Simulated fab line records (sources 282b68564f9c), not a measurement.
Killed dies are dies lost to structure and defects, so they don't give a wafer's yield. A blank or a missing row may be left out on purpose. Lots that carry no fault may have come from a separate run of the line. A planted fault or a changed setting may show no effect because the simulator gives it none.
Comparing a struck lot with a sound one | flow rit_cmos | 15 steps out of a route of 202
Sound: the wafers L893.2, L893.4, L893.6. Wafers L904.1, L904.3, L904.6 were the ones struck. The cause comes at the end.
Per side, at each step with rows, come the tool, then ch with its chambers, and then its first start. Under that, the readings that differ: sound wafers | struck wafers | difference of the means | sigmas: that difference in standard deviations of wafers without a fault.
alike: same words and numbers on both sides, and readings whose means sit less than 2 such deviations apart. not compared: any withheld reading, any reading some wafer has no value for, any bound like >300 that may hide the same value, and any number with overlapping values for which the record gives no deviation.
Wherever a step has rows on one side only, a row that says differs or no value, or a row with sigmas, the two part there. Non-overlapping numbers with no deviation appear without sigmas and do not part them. A reading that every wafer of one side lacks parts them only if that side has two wafers or more.

first, 1 step without rows for these wafers: RIT_NWELL_IMPLANT_08.
RIT_NWELL_STRIP_09: strips in O2, time 180 s.
  sound on plasma_asher-01 ch 0,1, day 2 06:46; struck on plasma_asher-03 ch 0,1, day 4 13:50
  alike: drypump_motor_current_A, o2_flow_sccm
  not compared: rf_hours_counter_h
RIT_NWELL_TW_MEAS_10:
  struck on film_metro-03, day 4 14:01; sound on film_metro-02, day 2 06:58
  alike: NWELL_TW
then, 6 steps without rows for these wafers: RIT_PWELL_HMDS_00 (prime time 60 s); RIT_PWELL_COAT_01 (resist thk 1300 nm); RIT_PWELL_SOFTBAKE_02 (time 60 s); RIT_PWELL_EXPOSE_03 (exposes mask M3, target cd 43700 nm); RIT_PWELL_PEB_04; RIT_PWELL_DEVELOP_05 (develop time 70.64 s).
RIT_PWELL_OVL_MEAS_06:
  struck on overlay-01, day 4 14:58; sound on overlay-01, day 2 08:17
  alike: PWELL_OVL
then, 2 steps without rows for these wafers: RIT_PWELL_HARDBAKE_07 (time 120 s); RIT_PWELL_IMPLANT_08.
RIT_PWELL_STRIP_09: strips in O2, time 180 s.
  sound on plasma_asher-04 ch 0,1, day 2 08:43; struck on plasma_asher-04 ch 0, day 4 15:24
  reading                     | sound          | struck         | difference | sigmas
  drypump_motor_current_A (A) | 6.1 5.0 6.1    | 5.0 5.0 4.9    | -0.8       | -2
  o2_flow_sccm (sccm)         | 3998 4011 3994 | 4805 4790 4802 | +798       | +61
  not compared: rf_hours_counter_h
RIT_PWELL_TW_MEAS_10:
  struck on film_metro-02, day 4 15:34; sound on film_metro-03, day 2 08:55
  reading  | sound       | struck      | difference | sigmas
  PWELL_TW | 939 935 936 | 958 948 957 | +18        | +2
RIT_M1_PROBE_99:
  sound wafers here have rows in the record (prober-02, day 3 18:47); struck ones have none

## WHERE THEY PART
At RIT_PWELL_STRIP_09 first; at RIT_M1_PROBE_99 last (within this record only).

WHY: what the simulator had put in
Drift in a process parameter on plasma_asher-04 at RIT_PWELL_STRIP_09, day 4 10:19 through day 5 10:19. Setting o2_flow_sccm, moved by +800, from 4000. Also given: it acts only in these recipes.
